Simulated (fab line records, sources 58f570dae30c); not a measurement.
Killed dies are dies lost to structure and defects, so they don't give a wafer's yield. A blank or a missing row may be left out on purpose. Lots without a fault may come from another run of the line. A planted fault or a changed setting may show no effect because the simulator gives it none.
Problem report in the 8D (eight disciplines) form, filled by code | flow berkeley_cmos170 | the parts of the form that need people (team, actions taken, sign-off) are left out

1. THE PROBLEM
strip_time_to_endpoint_s at UCB170_PWELL_STRIP_16 reads a mean of 20.30 s on 9 wafers of 3 lots; wafers without a fault read 18.08 s with a standard deviation of 0.094. That is +24 standard deviations from the usual mean.
The step: strips in O2.
First seen on wafer L854.1, day 4 17:35, on plasma_asher-01. The record holds 45 wafers of 15 lots with a number at this step. Rule for "out", or "out of limits": more than 4 standard deviations from the usual mean. The other wafers with a number count as sound.

2. WHAT IT IS AND WHAT IT IS NOT
question                    | is                               | is not
which readings at this step | strip_time_to_endpoint_s         | drypump_motor_current_A
which lots                  | L854, L859, L860                 | L846, L848, L849, L851, L852, L853, L856, L861, L864, L865, L867, L868
which wafers of those lots  | all that have a number           | -
read on which tools         | plasma_asher-01, plasma_asher-02 | plasma_asher-04
when                        | from day 4 17:35                 | up to then (18 sound wafers); but 18 sound wafers of L856, L861, L864, L865, L867, L868 came after

3. SUSPECTS, AND WHAT RULES EACH OUT
Counting: a tool at a process step up to the reading stays a suspect if it ran every lot that is out and no sound lot after the first of them.
- litho_track-03 at UCB170_PWELL_COAT_08 (resist thk 900 nm): kept. It ran every lot that is out, first L854 (day 4 16:29), and no sound lot after that; its last sound lot up to then is L853 (day 4 10:36).
Left after counting: litho_track-03 at UCB170_PWELL_COAT_08.

4. THE CAUSE (what the simulator had put in)
Process parameter drift: litho_track-03, from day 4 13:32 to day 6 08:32, at UCB170_PWELL_COAT_08. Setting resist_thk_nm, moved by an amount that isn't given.
Counting left only this tool.

5. THE CHAIN OF EFFECTS, in route order
Each row: a reading whose mean over the struck wafers that have a number lies more than 3 standard deviations from the usual. Only readings for which the record gives a usual standard deviation are gone through. hours: the time from each lot's start at the first step in this table that gives one to its start at this step, as a median over the lots. sigmas: the change in usual standard deviations.
hours | step                  | reading                  | usual   | on struck wafers | change | sigmas
0     | UCB170_PWELL_STRIP_16 | strip_time_to_endpoint_s | 18.08 s | 20.30            | +2.22  | +24
The process steps in it:
- UCB170_PWELL_STRIP_16: strips in O2.

6. WHAT WOULD HAVE CAUGHT IT SOONER
In this record the first reading out of limits was taken at day 4 17:35, 4 hours after the fault began at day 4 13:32.
Of the tool readings at UCB170_PWELL_COAT_08 for which the record gives a usual standard deviation, none was out on any struck wafer, so an alarm limit of 4 standard deviations on them would not have fired.
Of the lots that are out (3), L859, L860 began UCB170_PWELL_COAT_08 on litho_track-03 after day 4 17:35. A hold on the tool at that time would have spared those 2.
